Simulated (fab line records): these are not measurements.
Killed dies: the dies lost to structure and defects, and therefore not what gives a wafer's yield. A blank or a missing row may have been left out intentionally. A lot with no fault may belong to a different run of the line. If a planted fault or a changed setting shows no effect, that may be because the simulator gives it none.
Split-lot experiment ; flow berkeley cmos170 ; 23 wafers read from 5 lots, route of 331 steps

## THE SPLIT ITSELF
At UCB170_NLDD_EXPOSE_03 (exposes mask NSELECT, target cd 1200 nm), the setting dose mj was moved away from the recipe's 30 on 7 of the 23 wafers read, by -7.4% to +3.2%. For the rest of the wafers, this setting stayed at what the recipe calls for.

## FROM THE SPLIT TO THE READING: what the file shows between them, 2 steps
- UCB170_NLDD_PEB_04
- UCB170_NLDD_DEVELOP_05: develop time 45 s

## THE READING
cd nm (nm) at UCB170_NLDD_CD_MEAS_06, where the cd target is 1200 nm. Fault-free wafers of this fab line usually give 1199.5 nm, standard deviation 0.99 nm.

wafer;tool, chamber at the split;dose mj as run;against the recipe;cd nm, nm;against lot-mates on the recipe
L074.1;krf scanner-02, 0;30;recipe;1199.6;-
L074.2;krf scanner-02, 0;30;recipe;1200.0;-
L074.3;krf scanner-02, 0;30;recipe;1199.1;-
L074.4;krf scanner-02, 0;30;recipe;1198.4;-
L074.6;krf scanner-02, 0;30;recipe;1198.3;-
L076.1;krf scanner-02, 0;30;recipe;1198.6;-
L076.2;krf scanner-02, 0;30;recipe;1199.0;-
L076.3;krf scanner-02, 0;27.79;-7.4%;1185.9;-12.9
L076.5;krf scanner-02, 0;27.79;-7.4%;1184.1;-14.7
L076.6;krf scanner-02, 0;27.79;-7.4%;1185.8;-13.0
L075.1;krf scanner-02, 0;30.96;+3.2%;1205.9;+5.6
L075.2;krf scanner-02, 0;30;recipe;1199.7;-
L075.3;krf scanner-02, 0;30.96;+3.2%;1206.3;+6.0
L075.5;krf scanner-02, 0;30;recipe;1201.0;-
L075.6;krf scanner-02, 0;30;recipe;1200.2;-
L079.1;krf scanner-02, 0;28.01;-6.6%;1187.3;-11.5
L079.2;krf scanner-02, 0;28.01;-6.6%;1186.8;-12.0
L079.3;krf scanner-02, 0;30;recipe;1198.4;-
L079.5;krf scanner-02, 0;30;recipe;1198.9;-
L079.6;krf scanner-02, 0;30;recipe;1199.1;-
L084.2;krf scanner-01, 0;30;recipe;1198.6;-
L084.3;krf scanner-01, 0;30;recipe;1199.3;-
L084.5;krf scanner-01, 0;30;recipe;1198.6;-

THE FIT
A straight line over all 23 wafers: cd nm changes by +1.9 nm for each +1% of dose mj; r = +0.99; the points scatter about the line by 0.77 nm.
The same after taking each lot's own level away (the mean of its wafers on the recipe; 23 wafers): +1.81 nm for each +1%; r = +1.00; scatter 0.54 nm.
According to that fit, moving dose mj by its largest amount changes the reading by 13 nm.
The span of the lots' own levels, 1198.80 to 1200.30 nm, comes to 1.5 times the standard deviation stated above.
The two slopes are in agreement: the lot-to-lot level therefore moves the slope only a little.
Check: -13.5 nm against its lot-mates is what the line predicts for one of the wafers moved furthest among these (-7.4%) when that wafer is left out of the fit. Against them it came out at -12.9 nm.

## OTHER SPLITS ON THESE WAFERS
Before the reading, these wafers also passed through other splits. Each is held against what the fit with the lots' levels taken away leaves over:
other split on the same wafers;wafers away from the commonest value;r with cd nm (lot level and that fit taken away)
UCB170_PVT_IMPLANT_07 dose cm2;9;+0.11

## FILE'S OWN FIT
cd nm changes by +1.81 nm for each +1% of dose mj, r = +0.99.
